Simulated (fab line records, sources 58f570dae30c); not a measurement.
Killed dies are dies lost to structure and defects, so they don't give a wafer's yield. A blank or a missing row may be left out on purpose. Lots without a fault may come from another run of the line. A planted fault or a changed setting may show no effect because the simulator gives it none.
fab line records | flow berkeley_cmos170
record lots=14 wafers=42 last_day=11
route steps=331 shown PVT@121 GATE@141
lots that met no fault: from a run of the same line without faults
start_h: hours from the record's first day to the start of the lot's first wafer shown | wait_h: hours since the lot's step before | " the same as in the row above | L1.1+2: a row that stands for several wafers | - no value, or no start given | * or withheld: withheld | < > ~ a bound
route shown NAME@n: a module of which the file shows steps, and the number in the route of the first | usual: mean/standard deviation of fault-free wafers | same: alike in all rows | chamber/n: place in a boat | sites: the reading at each site | _std_site: their standard deviation | _edge_site: outer sites' mean less inner sites' | radius_mm: how far each site lies from the wafer's centre | mask NAME#n: copy n | behind: the tool/chamber that last shaped the wafer | hold: why the lot was held/for how many hours/how that ended | device: the transistor (n, p or np) that didn't switch | end of line: the same wafers' tests at the end of the route | a step without rows: its recipe alone | killed: dies lost to structure and defects at the first sort, not the wafer's yield | map: a wafer's dies, x killed, . not, _ none there
set.NAME: the setting as run; set.NAME@STEP: as run at that earlier step | model.NAME: the simulator's own value behind a step, which no gauge read
steps of the route over a sample of lots; a table a step, a row a wafer
services: from which hour (start_h, from the record's first day; less than 0 if before it) a tool's chamber was out of use, for how many hours, and why
## steps
# step UCB170_PVT_OVL_MEAS_06
# usual PVT_OVL=-2/4.3
# columns lot.wafer tool chamber start_h wait_h PVT_OVL[nm]
L847.3 overlay-01 - 109.16 - -5
L847.4 " - " " -10
L847.6 " - " " -3
L846.2 overlay-02 - 110.33 - 2
L846.4 " - " " -3
L846.6 " - " " 6
L854.1 overlay-02 - 140.44 - 0
L854.4 " - " " -3
L854.5 " - " " -2
L851.1 overlay-02 - 140.68 - 4
L851.2 " - " " 2
L851.3 " - " " 0
L853.3 overlay-01 - 141.53 - 0
L853.5 " - " " 4
L853.6 " - " " 5
L859.2 overlay-01 - 161.25 - 5
L859.3 " - " " 1
L859.5 " - " " 1
L860.3 overlay-02 - 171.83 - -2
L860.5 " - " " -9
L860.6 " - " " -7
L863.2 overlay-02 - 185.75 - -11
L863.3 " - " " -6
L863.5 " - " " -9
L861.3 overlay-02 - 186.48 - -4
L861.5 " - " " -6
L861.6 " - " " -9
L862.1 overlay-02 - 187.19 - -5
L862.4 " - " " -2
L862.6 " - " " -9
L866.4 overlay-01 - 195.28 - -3
L866.5 " - " " -1
L866.6 " - " " -7
L867.1 overlay-02 - 211.97 - -1
L867.2 " - " " -2
L867.3 " - " " 1
L865.2 overlay-02 - 212.26 - -4
L865.3 " - " " -6
L865.5 " - " " -4
L869.2 overlay-02 - 216.01 - -9
L869.4 " - " " -5
L869.5 " - " " -6
# step UCB170_PVT_STRIP_08
# recipe chemistry=O2 power_w=400 pressure_mtorr=3500 platen_temp_c=withheld o2_flow_sccm=400 overash_fraction=0.5
# usual chamber_pressure_mTorr=3500/3.1 drypump_motor_current_A=5.8/0.31 oes_product_au=0.734/0.0042 strip_time_to_endpoint_s=21.63/0.065
# columns lot.wafer tool chamber start_h wait_h chamber_pressure_mTorr drypump_motor_current_A oes_product_au rf_hours_counter_h strip_time_to_endpoint_s
L847.3 plasma_asher-02 0 109.37 0.1 3496 5.7 0.731 - 21.56
L847.4 " 1 " " 3496 5.5 0.734 - 21.60
L847.6 " 0 " " 3502 5.7 0.734 - 21.67
L846.2 plasma_asher-02 0 110.51 0.1 3500 5.7 0.736 38 21.65
L846.4 " 0 " " 3505 5.7 0.734 - 21.66
L846.6 " 1 " " 3498 5.4 0.739 - 21.68
L854.1 plasma_asher-03 1 140.63 0.1 - - - - -
L854.4 " 0 " " - - - - -
L854.5 " 1 " " - - - - -
L851.1 plasma_asher-02 1 140.86 0.1 - - - - -
L851.2 " 0 " " - - - - -
L851.3 " 1 " " - - - - -
L853.3 plasma_asher-03 0 141.74 0.1 3503 6.2 0.727 - 21.71
L853.5 " 1 " " 3502 6.2 0.733 - 21.68
L853.6 " 0 " " 3502 6.2 0.736 - 21.76
L859.2 plasma_asher-02 1 161.43 0.1 3500 5.5 0.732 46 21.77
L859.3 " 0 " " 3497 5.7 0.735 - 21.71
L859.5 " 0 " " 3499 5.7 0.733 - 21.73
L860.3 plasma_asher-02 0 172.03 0.1 3499 5.7 0.734 - 21.65
L860.5 " 0 " " 3492 5.7 0.738 - 21.59
L860.6 " 1 " " 3501 5.5 0.735 - 21.62
L863.2 plasma_asher-01 0 185.93 0.1 3499 5.8 0.728 38 21.62
L863.3 " 0 " " 3498 5.8 0.741 - 21.60
L863.5 " 1 " " 3496 5.5 0.729 - 21.59
L861.3 plasma_asher-02 1 186.68 0.1 3499 5.5 0.732 - 21.70
L861.5 " 0 " " 3501 5.7 0.737 - 21.70
L861.6 " 1 " " 3502 5.5 0.734 - 21.65
L862.1 plasma_asher-02 0 187.38 0.1 3495 5.7 0.739 49 21.49
L862.4 " 0 " " 3500 5.7 0.738 - 21.51
L862.6 " 0 " " 3494 5.7 0.728 - 21.53
L866.4 plasma_asher-02 1 195.48 0.1 3499 5.5 0.725 - 21.58
L866.5 " 0 " " 3502 5.7 0.735 - 21.67
L866.6 " 1 " " 3501 5.5 0.735 - 21.62
L867.1 plasma_asher-03 1 212.16 0.1 3500 6.2 0.730 53 21.60
L867.2 " 0 " " 3498 6.2 0.731 53 21.59
L867.3 " 1 " " 3496 6.2 0.735 - 21.60
L865.2 plasma_asher-02 1 212.44 0.1 3497 5.5 0.739 52 21.59
L865.3 " 1 " " 3499 5.4 0.740 - 21.55
L865.5 " 1 " " 3496 5.5 0.728 - 21.64
L869.2 plasma_asher-03 1 216.19 0.1 3503 6.2 0.738 54 21.61
L869.4 " 1 " " 3499 6.2 0.740 - 21.67
L869.5 " 1 " " 3497 6.2 0.741 - 21.64
# step UCB170_PVT_TW_MEAS_09
# usual PVT_TW=507/3.8
# columns lot.wafer tool chamber start_h wait_h PVT_TW
L847.3 film_metro-02 - 109.46 0.1 507
L847.4 " - " " 511
L847.6 " - " " 508
L846.2 film_metro-04 - 110.62 0.1 510
L846.4 " - " " 509
L846.6 " - " " 508
L854.1 film_metro-01 - 140.73 0.1 513
L854.4 " - " " 513
L854.5 " - " " 512
L851.1 film_metro-04 - 140.96 0.1 504
L851.2 " - " " 503
L851.3 " - " " 506
L853.3 film_metro-04 - 141.82 0.1 506
L853.5 " - " " 506
L853.6 " - " " 507
L859.2 film_metro-01 - 161.54 0.1 514
L859.3 " - " " 512
L859.5 " - " " 513
L860.3 film_metro-04 - 172.12 0.1 504
L860.5 " - " " 506
L860.6 " - " " 504
L863.2 film_metro-04 - 186.04 0.1 505
L863.3 " - " " 505
L863.5 " - " " 504
L861.3 film_metro-04 - 186.77 0.1 503
L861.5 " - " " 507
L861.6 " - " " 502
L862.1 film_metro-04 - 187.48 0.1 503
L862.4 " - " " 501
L862.6 " - " " 501
L866.4 film_metro-04 - 195.58 0.1 503
L866.5 " - " " 504
L866.6 " - " " 505
L867.1 film_metro-04 - 212.26 0.1 503
L867.2 " - " " 505
L867.3 " - " " 503
L865.2 film_metro-04 - 212.55 0.1 503
L865.3 " - " " 505
L865.5 " - " " 505
L869.2 film_metro-02 - 216.30 0.1 508
L869.4 " - " " 506
L869.5 " - " " 507
# step UCB170_GATE_ETCH_15
# recipe chemistry=HBr/Cl2 target=poly-Si stop_on=SiO2 over_etch_frac=0.3 icp_w=300 bias_w=150 time_s=56.3 pressure_mtorr=15 HBr_flow_sccm=150 Cl2_flow_sccm=50 target_depth_a=2782
# usual HBr_flow_sccm=150.0/0.45 drypump_motor_current_A=5.8/0.5 he_backside_leak_sccm=2.79/0.3 oes_product_au=0.828/0.013 throttle_valve_pct=26.50/0.18
# columns lot.wafer tool chamber start_h wait_h HBr_flow_sccm drypump_motor_current_A he_backside_leak_sccm oes_product_au rf_hours_counter_h throttle_valve_pct
L847.3 rie_si-01 2 118.42 - 150.5 6.4 3.25 0.829 71 26.26
L847.4 " 2 " " 150.4 6.4 3.20 0.826 - 26.26
L847.6 " 3 " " 150.4 5.2 2.78 0.844 - 26.69
L846.2 rie_si-02 1 123.46 - 150.0 5.2 2.77 0.798 105 26.47
L846.4 " 3 " " 149.8 5.5 2.35 0.836 66 26.25
L846.6 " 3 " " 149.1 5.5 2.33 0.831 - 26.25
L854.1 rie_si-01 2 149.89 - 150.5 6.3 3.12 0.815 71 26.27
L854.4 " 3 " " 149.6 5.1 2.48 0.826 118 26.71
L854.5 " 3 " " 149.7 5.2 2.60 0.840 - 26.70
L851.1 rie_si-01 3 150.16 - 149.9 5.2 2.51 0.838 118 26.70
L851.2 " 0 " " 149.8 6.2 3.07 0.825 33 26.63
L851.3 " 2 " " 149.9 6.3 3.14 0.815 71 26.25
L853.3 rie_si-02 1 150.28 - 149.7 5.2 2.97 0.804 105 26.48
L853.5 " 2 " " 150.5 5.4 2.83 0.835 - 26.79
L853.6 " 1 " " 149.4 5.2 3.10 0.806 - 26.48
L859.2 rie_si-02 1 169.57 - 150.0 5.2 3.22 0.808 105 26.48
L859.3 " 0 " " 150.0 6.5 3.04 0.844 2 26.49
L859.5 " 0 " " 150.3 6.5 3.00 0.857 - 26.48
L860.3 rie_si-01 2 184.21 - 150.3 6.4 3.06 0.821 71 26.25
L860.5 " 1 " " 150.0 6.0 2.44 0.837 - 26.46
L860.6 " 0 " " 150.0 6.2 3.20 0.834 - 26.65
L863.2 rie_si-02 0 196.01 - 149.5 6.6 3.07 0.842 2 26.47
L863.3 " 2 " " 149.8 5.4 2.66 0.824 58 26.80
L863.5 " 0 " " 150.1 6.6 3.03 0.844 - 26.48
L861.3 rie_si-01 0 196.37 - 149.9 6.2 3.10 0.819 33 26.62
L861.5 " 0 " " 149.8 6.2 3.07 0.827 - 26.64
L861.6 " 2 " " 149.9 6.4 3.06 0.817 - 26.27
L862.1 rie_si-01 2 196.97 - 150.3 6.4 3.11 0.817 71 26.25
L862.4 " 2 " " 149.7 6.4 3.06 0.816 - 26.27
L862.6 " 1 " " 149.9 6.0 2.51 0.841 - 26.47
L866.4 rie_si-02 2 209.66 - 149.9 5.4 2.58 0.846 58 26.79
L866.5 " 2 " " 149.9 5.4 2.65 0.823 - 26.78
L866.6 " 3 " " 149.9 5.4 2.55 0.827 - 26.25
L867.1 rie_si-02 1 223.91 - 150.0 5.2 3.01 0.799 105 26.47
L867.2 " 2 " " 151.0 5.4 2.71 0.816 58 26.80
L867.3 " 3 " " 149.7 5.4 2.31 0.822 66 26.26
L865.2 rie_si-01 2 224.03 - 149.5 6.4 3.06 0.811 71 26.24
L865.3 " 0 " " 150.1 6.2 2.99 0.815 34 26.63
L865.5 " 0 " " 149.8 6.2 3.08 0.820 - 26.64
L869.2 rie_si-01 2 229.00 - 150.0 6.4 3.05 0.809 71 26.26
L869.4 " 1 " " 150.3 6.0 2.40 0.823 1 26.48
L869.5 " 1 " " 149.9 6.0 2.37 0.822 - 26.48
## services
# columns tool chamber start_h hours kind
rie_si-01 1 105.90 - clean
rie_si-01 1 105.90 16.0 scheduled_down
rie_si-01 1 105.90 16.0 vent_cycle
rie_si-02 1 141.37 6.0 repair
rie_si-02 0 161.57 3.2 repair
rie_si-01 3 183.37 - clean
rie_si-01 3 183.37 21.5 scheduled_down
rie_si-01 3 183.37 21.5 vent_cycle
rie_si-02 2 201.63 2.9 repair
rie_si-02 - 202.14 0.6 repair
plasma_asher-01 - 211.22 0.7 repair
rie_si-01 1 215.57 1.2 repair
plasma_asher-02 - 215.74 5.9 repair
rie_si-02 0 221.98 2.7 repair
plasma_asher-03 - 225.04 2.9 repair
## key
first_sign step=UCB170_PVT_STRIP_08 reading=tool_record direction=missing
effect none on later readings
met_at UCB170_PVT_STRIP_08
struck_lots L851,L854
later_rows_left_out L851.1,L851.2,L851.3,L854.1,L854.4,L854.5
sort_left_out L851.1,L851.2,L851.3,L854.1,L854.4,L854.5
tester_left_out L851,L854
not_acting_at UCB170_PVT_OVL_MEAS_06,UCB170_PVT_TW_MEAS_09,UCB170_GATE_ETCH_15
onset_between 110.51 140.63
fault kind=skipped_step_whole tool=plasma_asher-02,plasma_asher-03 chamber=- onset_h=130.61 steps=UCB170_PVT_STRIP_08 scope=struck_lots_only
# tester_left_out: of these lots the tester's yield and bins aren't shown, on N5 and GAA mostly nor the transistor test; their killed dies are dies lost to structure and defects alone, not to doping, threshold or leakage, so they don't give the yield
# sort_left_out: the simulated sort isn't trusted on such a fault, so these wafers' sort isn't shown, and their yield isn't known
# later_rows_left_out: the simulator's readings of these wafers behind a module that went badly wrong aren't trusted and aren't shown, but for the sort
